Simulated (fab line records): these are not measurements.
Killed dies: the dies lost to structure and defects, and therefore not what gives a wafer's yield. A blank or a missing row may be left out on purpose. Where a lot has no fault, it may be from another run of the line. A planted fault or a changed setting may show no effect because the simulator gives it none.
The tool behind it: which one? | flow berkeley cmos170 | 7 lots, 21 wafers sampled, at 4 steps of a route of 331

== WHAT EACH GAUGE READ, for each wafer ==
UCB170_M1_THK_MEAS_02: measures by xrf.
lot  | measured     | on            | M1_AL_THK (nm)
L172 | day 8 00:58  | film metro-03 | 605 600 602
L173 | day 8 09:26  | film metro-01 | 598 599 605
L176 | day 9 08:33  | film metro-01 | 610 609 608
L184 | day 11 00:18 | film metro-02 | 603 606 604
L187 | day 12 01:24 | film metro-01 | 612 614 612
L192 | day 12 09:25 | film metro-01 | 600 604 604
L193 | day 13 12:37 | film metro-02 | 611 612 609

== EACH LOT AND THE TOOL THAT RAN IT (in order: tool; ch and the chambers of the sampled wafers; start) ==
lot  | UCB170_PLDD_STRIP_10                 | UCB170_BACKSIDE_COAT_01           | UCB170_BACKSIDE_STRIP_03
L172 | plasma asher-02 ch 0,1, day 7 01:47  | litho track-03 ch 0, day 7 17:02  | plasma asher-03 ch 0,1, day 7 17:20
L173 | plasma asher-03 ch 0,1, day 7 12:59  | litho track-04 ch 0, day 8 01:06  | plasma asher-03 ch 0,1, day 8 01:24
L176 | plasma asher-02 ch 0,1, day 8 10:24  | litho track-03 ch 0, day 9 01:28  | plasma asher-02 ch 0,1, day 9 01:45
L184 | plasma asher-03 ch 0,1, day 10 05:50 | litho track-02 ch 0, day 10 17:45 | plasma asher-04 ch 0,1, day 10 18:03
L187 | plasma asher-03 ch 1, day 11 00:08   | litho track-03 ch 0, day 11 14:32 | plasma asher-04 ch 1, day 11 14:49
L192 | plasma asher-04 ch 0,1, day 11 11:52 | litho track-04 ch 0, day 11 23:37 | plasma asher-04 ch 0,1, day 11 23:54
L193 | plasma asher-04 ch 0,1, day 12 02:55 | litho track-04 ch 0, day 13 05:38 | plasma asher-02 ch 0,1, day 13 05:56
- UCB170_PLDD_STRIP_10: strips in O2.
- UCB170_BACKSIDE_COAT_01: resist thk 900 nm.
- UCB170_BACKSIDE_STRIP_03: strips in O2.

== THE ANSWER, worked out from the rows above alone ==
Rule: what is usual is taken from the lots themselves. Put in order of their means at a reading, lots are off if they are a third of the lots or fewer, leave a main group of 4 or more, and stand apart from it by a gap of 3 or more times the standard deviation of the main group's means; of several such gaps the widest counts. A main group is skipped when, at the precision printed for the reading in the tables above, its means are all equal. Also off: a lot with no number at a reading for which 4 or more lots have one. All remaining lots with rows at the step are treated as sound.
No lot is off on any of the readings shown, so nothing can be concluded from this.

== WHAT THE SIMULATOR HAD INSERTED ==
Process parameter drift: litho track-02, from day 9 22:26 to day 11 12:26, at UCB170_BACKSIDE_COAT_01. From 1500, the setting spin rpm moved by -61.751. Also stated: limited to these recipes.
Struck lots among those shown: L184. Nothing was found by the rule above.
